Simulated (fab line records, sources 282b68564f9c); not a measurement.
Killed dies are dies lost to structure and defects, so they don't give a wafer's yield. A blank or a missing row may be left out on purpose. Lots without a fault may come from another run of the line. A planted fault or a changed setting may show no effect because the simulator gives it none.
A struck lot beside a sound one | flow rit_cmos | 21 steps out of a route of 202
Sound: wafers L569.2, L569.3, L569.6. Struck: wafers L572.1, L572.3, L572.4. The cause comes at the end.
At each step with rows: each side's tool, then ch and its chambers, then its first start. Under that, the readings that differ: sound wafers | struck wafers | difference of the means | sigmas: that difference in standard deviations of wafers without a fault.
alike: readings whose means differ by less than 2 such deviations, and words and numbers that are the same on both sides. not compared: withheld readings, readings that some wafer has no value for, bounds like >300 that may hide the same value, and numbers for which the record gives no deviation and whose values overlap.
The two part at a step that has a row with sigmas, a row that says differs or no value, or rows on one side only. Numbers that don't overlap but have no deviation are shown without sigmas and don't part them. A reading that every wafer of one side lacks parts them only if that side has two wafers or more.

first, 6 steps without rows for these wafers: RIT_NWELL_HMDS_00 (prime time 58.51 s); RIT_NWELL_COAT_01 (resist thk 1300 nm); RIT_NWELL_SOFTBAKE_02 (time 60 s); RIT_NWELL_EXPOSE_03 (exposes mask M2, target cd 43900 nm); RIT_NWELL_PEB_04; RIT_NWELL_DEVELOP_05 (develop time 68 s).
RIT_NWELL_OVL_MEAS_06:
  sound on overlay-02, day 3 03:34; struck on overlay-01, day 3 18:54
  alike: NWELL_OVL
then, 2 steps without rows for these wafers: RIT_NWELL_HARDBAKE_07 (time 120 s); RIT_NWELL_IMPLANT_08.
RIT_NWELL_STRIP_09: strips in O2, time 180 s.
  sound on plasma_asher-01 ch 0,1, day 3 03:59; struck on plasma_asher-03 ch 0,1, day 3 19:20
  reading             | sound          | struck         | difference | sigmas
  o2_flow_sccm (sccm) | 3986 3975 3990 | 4006 4006 4014 | +25        | +2
  alike: drypump_motor_current_A
  not compared: rf_hours_counter_h
RIT_NWELL_TW_MEAS_10:
  sound on film_metro-03, day 3 04:10; struck on film_metro-03, day 3 19:31
  alike: NWELL_TW
then, 1 step without rows for these wafers: RIT_PWELL_HMDS_00 (prime time 60 s).
RIT_PWELL_COAT_01: resist thk 1300 nm.
  sound on litho_track-04 ch 0, day 3 04:24; struck on litho_track-04 ch 0, day 3 19:43
  reading                                    | sound                | struck               | difference | sigmas
  spin_speed_rpm (rpm)                       | 2002.1 1998.4 1999.8 | 1920.7 1919.0 1921.5 | -79.7      | -53
  model.NOVOLAK_of_PWELL_COAT_01.thk_nm (nm) | 1311 1309 1308       | 1327 1328 1329       | +19        |
then, 4 steps without rows for these wafers: RIT_PWELL_SOFTBAKE_02 (time 60 s); RIT_PWELL_EXPOSE_03 (exposes mask M3, target cd 43700 nm); RIT_PWELL_PEB_04; RIT_PWELL_DEVELOP_05 (develop time 68 s).
RIT_PWELL_OVL_MEAS_06:
  sound on overlay-02, day 3 05:14; struck on overlay-02, day 3 20:35
  alike: PWELL_OVL
RIT_PWELL_HARDBAKE_07: time 120 s.
  sound on litho_track-01 ch 0, day 3 05:30; struck on litho_track-04 ch 0, day 3 20:37
  reading                                    | sound          | struck         | difference | sigmas
  model.NOVOLAK_of_PWELL_COAT_01.thk_nm (nm) | 1146 1145 1143 | 1160 1161 1162 | +16        |
then, 1 step without rows for these wafers: RIT_PWELL_IMPLANT_08.
RIT_M1_PROBE_99:
  the record has rows for the sound wafers here (prober-02, day 4 21:20) and none for the struck ones

WHERE THEY PART
First at RIT_NWELL_STRIP_09; last, within this record, at RIT_M1_PROBE_99.

WHY: what the simulator had put in
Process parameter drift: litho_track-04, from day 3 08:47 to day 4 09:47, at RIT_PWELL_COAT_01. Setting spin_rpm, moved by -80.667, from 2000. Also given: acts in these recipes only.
